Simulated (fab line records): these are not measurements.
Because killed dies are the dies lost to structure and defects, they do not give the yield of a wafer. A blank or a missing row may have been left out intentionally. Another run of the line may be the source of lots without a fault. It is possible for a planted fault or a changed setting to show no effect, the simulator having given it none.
Struck lot and sound lot, side by side + flow berkeley_cmos170 + 14 out of 331 route steps
Sound: wafers L416.1, L416.2, L416.4. Wafers struck: L421.1, L421.2, L421.6. The cause comes at the end.
At each step with rows: each side's tool, then ch and its chambers, then its first start. Under that, the readings that differ: sound wafers + struck wafers + difference of the means + sigmas: that difference in standard deviations of wafers without a fault.
alike: a reading whose means differ by less than 2 such deviations, as well as words and numbers matching on both sides. not compared: withheld readings; readings where some wafer has no value; bounds like >300 that might hide an equal value; numbers whose values overlap and for which the record gives no deviation.
The two part at a step that has a row with sigmas, a row that says differs or no value, or rows on one side only. Non-overlapping numbers with no deviation appear without sigmas and do not part them. Lack of a reading on every wafer of one side parts them only where that side has two or more wafers.

first, 3 steps without rows for these wafers: UCB170_NLDD_EXPOSE_03 (exposes mask NSELECT, target cd 1200 nm); UCB170_NLDD_PEB_04; UCB170_NLDD_DEVELOP_05 (develop time 45 s).
UCB170_NLDD_CD_MEAS_06: target cd 1200 nm.
  sound on cd_sem-02 at day 8 07:55; struck on cd_sem-02 at day 9 11:37
  alike: cd_nm
UCB170_NLDD_OVL_MEAS_07:
  sound on overlay-02 at day 8 08:02; struck on overlay-02 at day 9 11:44
  alike: NLDD_OVL
then, 2 steps without rows for these wafers: UCB170_NLDD_IMPLANT_08; UCB170_NLDD_IMPLANT_09.
UCB170_NLDD_STRIP_10: strips in O2.
  sound on plasma_asher-01 ch 0,1, day 8 08:22; struck on plasma_asher-02 ch 0,1, day 9 12:04
  alike: drypump_motor_current_A, oes_product_au, strip_time_to_endpoint_s
  not compared: rf_hours_counter_h
UCB170_NLDD_TW_MEAS_11:
  sound on film_metro-02 at day 8 08:28; struck on film_metro-04 at day 9 12:10
  alike: NLDD_TW
then, 1 step without rows for these wafers: UCB170_NLDD_CLEAN_12 (cleans in SPM, time 600 s).
UCB170_SPACER_CVD_00: deposits SiO2 from TEOS/O2, target thk 376 nm, time 47 s.
  sound on pecvd-04 ch 0,1,2, day 8 08:42; struck on pecvd-03 ch 0,2, day 9 12:25
  alike: heater_power_w, susceptor_temp_C
UCB170_SPACER_THK_MEAS_01:
  sound on film_metro-03 at day 8 08:44; struck on film_metro-01 at day 9 12:27
  alike: SPACER_TEOS_THK
UCB170_SPACER_ANNEAL_02: time 1800 s.
  struck on furnace-01, day 9 15:06; sound on furnace-01 ch 0, day 8 10:55
  no value came back on the struck wafers for spike_tc_centre_C (C), spike_tc_load_C (C); on the sound wafers spike_tc_centre_C (C) reads 902.7 902.5 902.8
UCB170_SPACER_ETCHBACK_03: etches SiO2 in CHF3/CF4/Ar, stops on Si, target depth 376 nm, time 100 s.
  sound on rie_diel-03 ch 0,1,3, day 8 12:25; struck on rie_diel-03 ch 0,1,3, day 9 16:36
  alike: drypump_motor_current_A, oes_product_au, throttle_valve_pct
  not compared: rf_hours_counter_h

## WHERE THEY PART
At UCB170_SPACER_ANNEAL_02 and nowhere else, as far as this record goes. Later steps at which nothing parts them and some readings are alike: UCB170_SPACER_ETCHBACK_03.

WHY: the cause the simulator had injected
Skipped step whole: furnace-01, from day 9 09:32 on, at UCB170_SPACER_ANNEAL_02. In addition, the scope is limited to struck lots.
